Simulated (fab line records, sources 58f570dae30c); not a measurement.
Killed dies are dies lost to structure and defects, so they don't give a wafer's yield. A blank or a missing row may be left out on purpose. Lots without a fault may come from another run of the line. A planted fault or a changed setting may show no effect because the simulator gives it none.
Chamber matching | flow berkeley_cmos170 | UCB170_V2_CMP_02 on cmp-02: 4 sister chambers
The step polishes SiO2. 4 wafers are shown with their chamber, then 7 later ones without.

WAFERS WITH THEIR CHAMBER
wafer  | chamber | motor_current_A (A)
L756.5 | 1       | 13.4
L760.1 | 2       | 16.3
L767.2 | 0       | 15.1
L767.3 | 3       | 16.6

WAFERS WITHOUT THEIR CHAMBER
wafer  | motor_current_A (A)
L767.4 | 13.7
L769.1 | 16.1
L769.4 | 14.3
L769.6 | 13.6
L772.1 | 15.1
L772.2 | 17.4
L772.5 | 14.0

WHICH CHAMBER EACH WENT THROUGH
wafer  | from the rows above          | in truth
L767.4 | 1                            | 1
L769.1 | can't be placed: 2 or 3 or 0 | 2
L769.4 | can't be placed: 0 or 1      | 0
L769.6 | 1                            | 1
L772.1 | 0                            | 0
L772.2 | can't be placed: 3 or 2      | 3
L772.5 | can't be placed: 1 or 0      | 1
Placed correctly: 3 of 7. Can't be placed from these rows: 4 (the true chamber is among the candidates in 4). Placed wrongly: 0.
How it was worked out, from the rows above alone: a wafer's distance from a chamber is the root of the sum, over the readings, of the square of ((its reading less the chamber's mean) divided by the reading's scatter). The wafer belongs to the nearest chamber; if the next one is less than 2 further off, it can't be placed. A chamber's mean is the mean of its shown wafers. The scatter: with one shown wafer a chamber, the root of the mean of the squares of how far each hidden wafer lies from its nearest shown one.
